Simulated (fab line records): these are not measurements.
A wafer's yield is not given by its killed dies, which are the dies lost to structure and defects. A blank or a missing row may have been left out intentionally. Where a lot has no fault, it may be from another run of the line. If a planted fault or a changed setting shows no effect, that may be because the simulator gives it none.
Split-lot experiment || flow berkeley-cmos170 || 23 wafers read across 5 lots, on a route 331 steps long

## THE SPLIT
At UCB170_BACKSIDE_COAT_01 (resist thk 900 nm), the setting spin-rpm was moved away from the recipe's 1500 rpm on 4 of the 23 wafers read, by -3.3% to +4.5%. For the rest of the wafers, this setting stayed at what the recipe calls for.

The split's own step is where the reading is taken.

## THE READING
KrF_of_BACKSIDE_COAT_01.thk-nm (the simulator's own value, which no gauge read), in nm, at UCB170_BACKSIDE_COAT_01 (resist thk 900 nm). There is no usual value for it anywhere in the file. The 19 wafers here that ran the recipe average 899.8 nm, standard deviation 2.2 nm.

{"wafer": "L074.2", "tool, chamber at the split": "litho-track-01, 0", "spin-rpm as run, rpm": 1500, "against the recipe": "recipe", "KrF_of_BACKSIDE_COAT_01.thk-nm, nm": 896.3, "against lot-mates on the recipe": "-"}
{"wafer": "L074.3", "tool, chamber at the split": "litho-track-01, 0", "spin-rpm as run, rpm": 1500, "against the recipe": "recipe", "KrF_of_BACKSIDE_COAT_01.thk-nm, nm": 897.3, "against lot-mates on the recipe": "-"}
{"wafer": "L074.4", "tool, chamber at the split": "litho-track-01, 0", "spin-rpm as run, rpm": 1500, "against the recipe": "recipe", "KrF_of_BACKSIDE_COAT_01.thk-nm, nm": 898.7, "against lot-mates on the recipe": "-"}
{"wafer": "L078.1", "tool, chamber at the split": "litho-track-01, 0", "spin-rpm as run, rpm": 1500, "against the recipe": "recipe", "KrF_of_BACKSIDE_COAT_01.thk-nm, nm": 896.5, "against lot-mates on the recipe": "-"}
{"wafer": "L078.2", "tool, chamber at the split": "litho-track-01, 0", "spin-rpm as run, rpm": 1567, "against the recipe": "+4.5%", "KrF_of_BACKSIDE_COAT_01.thk-nm, nm": 877.2, "against lot-mates on the recipe": -19.5}
{"wafer": "L078.6", "tool, chamber at the split": "litho-track-01, 0", "spin-rpm as run, rpm": 1567, "against the recipe": "+4.5%", "KrF_of_BACKSIDE_COAT_01.thk-nm, nm": 877.2, "against lot-mates on the recipe": -19.5}
{"wafer": "L078.3", "tool, chamber at the split": "litho-track-01, 0", "spin-rpm as run, rpm": 1500, "against the recipe": "recipe", "KrF_of_BACKSIDE_COAT_01.thk-nm, nm": 895.5, "against lot-mates on the recipe": "-"}
{"wafer": "L078.5", "tool, chamber at the split": "litho-track-01, 0", "spin-rpm as run, rpm": 1500, "against the recipe": "recipe", "KrF_of_BACKSIDE_COAT_01.thk-nm, nm": 898, "against lot-mates on the recipe": "-"}
{"wafer": "L077.1", "tool, chamber at the split": "litho-track-02, 0", "spin-rpm as run, rpm": 1500, "against the recipe": "recipe", "KrF_of_BACKSIDE_COAT_01.thk-nm, nm": 902.8, "against lot-mates on the recipe": "-"}
{"wafer": "L077.2", "tool, chamber at the split": "litho-track-02, 0", "spin-rpm as run, rpm": 1500, "against the recipe": "recipe", "KrF_of_BACKSIDE_COAT_01.thk-nm, nm": 903.9, "against lot-mates on the recipe": "-"}
{"wafer": "L077.3", "tool, chamber at the split": "litho-track-02, 0", "spin-rpm as run, rpm": 1450, "against the recipe": "-3.3%", "KrF_of_BACKSIDE_COAT_01.thk-nm, nm": 917.2, "against lot-mates on the recipe": "+14.1"}
{"wafer": "L077.4", "tool, chamber at the split": "litho-track-02, 0", "spin-rpm as run, rpm": 1450, "against the recipe": "-3.3%", "KrF_of_BACKSIDE_COAT_01.thk-nm, nm": 918.8, "against lot-mates on the recipe": "+15.7"}
{"wafer": "L077.6", "tool, chamber at the split": "litho-track-02, 0", "spin-rpm as run, rpm": 1500, "against the recipe": "recipe", "KrF_of_BACKSIDE_COAT_01.thk-nm, nm": 902.6, "against lot-mates on the recipe": "-"}
{"wafer": "L079.1", "tool, chamber at the split": "litho-track-03, 0", "spin-rpm as run, rpm": 1500, "against the recipe": "recipe", "KrF_of_BACKSIDE_COAT_01.thk-nm, nm": 900.5, "against lot-mates on the recipe": "-"}
{"wafer": "L079.2", "tool, chamber at the split": "litho-track-03, 0", "spin-rpm as run, rpm": 1500, "against the recipe": "recipe", "KrF_of_BACKSIDE_COAT_01.thk-nm, nm": 900.6, "against lot-mates on the recipe": "-"}
{"wafer": "L079.6", "tool, chamber at the split": "litho-track-03, 0", "spin-rpm as run, rpm": 1500, "against the recipe": "recipe", "KrF_of_BACKSIDE_COAT_01.thk-nm, nm": 900.6, "against lot-mates on the recipe": "-"}
{"wafer": "L079.4", "tool, chamber at the split": "litho-track-03, 0", "spin-rpm as run, rpm": 1500, "against the recipe": "recipe", "KrF_of_BACKSIDE_COAT_01.thk-nm, nm": 900.3, "against lot-mates on the recipe": "-"}
{"wafer": "L079.5", "tool, chamber at the split": "litho-track-03, 0", "spin-rpm as run, rpm": 1500, "against the recipe": "recipe", "KrF_of_BACKSIDE_COAT_01.thk-nm, nm": 901.1, "against lot-mates on the recipe": "-"}
{"wafer": "L083.1", "tool, chamber at the split": "litho-track-02, 0", "spin-rpm as run, rpm": 1500, "against the recipe": "recipe", "KrF_of_BACKSIDE_COAT_01.thk-nm, nm": 901.3, "against lot-mates on the recipe": "-"}
{"wafer": "L083.2", "tool, chamber at the split": "litho-track-02, 0", "spin-rpm as run, rpm": 1500, "against the recipe": "recipe", "KrF_of_BACKSIDE_COAT_01.thk-nm, nm": 901.5, "against lot-mates on the recipe": "-"}
{"wafer": "L083.3", "tool, chamber at the split": "litho-track-02, 0", "spin-rpm as run, rpm": 1500, "against the recipe": "recipe", "KrF_of_BACKSIDE_COAT_01.thk-nm, nm": 900.1, "against lot-mates on the recipe": "-"}
{"wafer": "L083.4", "tool, chamber at the split": "litho-track-02, 0", "spin-rpm as run, rpm": 1500, "against the recipe": "recipe", "KrF_of_BACKSIDE_COAT_01.thk-nm, nm": 899, "against lot-mates on the recipe": "-"}
{"wafer": "L083.5", "tool, chamber at the split": "litho-track-02, 0", "spin-rpm as run, rpm": 1500, "against the recipe": "recipe", "KrF_of_BACKSIDE_COAT_01.thk-nm, nm": 899.4, "against lot-mates on the recipe": "-"}

THE FIT
A straight line over all 23 wafers: KrF_of_BACKSIDE_COAT_01.thk-nm changes by -5.21 nm for each +1% of spin-rpm; r = -0.97; the points scatter about the line by 2.2 nm.
The same after taking each lot's own level away (the mean of its wafers on the recipe; 23 wafers): -4.4 nm for each +1%; r = -0.99; scatter 0.81 nm.
The reading moves by 20 nm for the largest change in spin-rpm, on that fit.
The span of the lots' own levels, 896.67 to 903.10 nm, comes to 2.9 times the standard deviation stated above.
Hence the slope depends on the lot-to-lot level, as the two fits are not the same.
Check: for one of the wafers moved furthest among these (+4.5%), held out of the fit, the line's prediction against its lot-mates is -19.7 nm. Against them it came out at -19.5 nm.

## THE OTHER SPLITS THESE WAFERS WENT THROUGH
Other splits were also applied to these wafers ahead of the reading. Each is held against what the fit with the lots' levels taken away leaves over:
{"other split on the same wafers": "UCB170_NSD_PEB_04 peb-temp-c", "wafers away from the commonest value": 6, "r with KrF_of_BACKSIDE_COAT_01.thk-nm (lot level and that fit taken away)": -0.20}

## THE WHOLE CHAIN: every reading that the file lists as answering this split, in the file's order
{"step": "UCB170_BACKSIDE_COAT_01", "what it does": "resist thk 900 nm", "reading": "KrF_of_BACKSIDE_COAT_01.thk-nm (the simulator's own value, which no gauge read)", "change (the file's fit)": "-4.4 nm for each +1% of the setting", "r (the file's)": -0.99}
{"step": "UCB170_BACKSIDE_STRIP_03", "what it does": "strips in O2", "reading": "strip-time-to-endpoint-s", "change (the file's fit)": "withheld for each +1% of the setting", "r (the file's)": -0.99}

## FILE'S OWN FIT
KrF_of_BACKSIDE_COAT_01.thk-nm changes by -4.4 nm for each +1% of spin-rpm, r = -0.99.
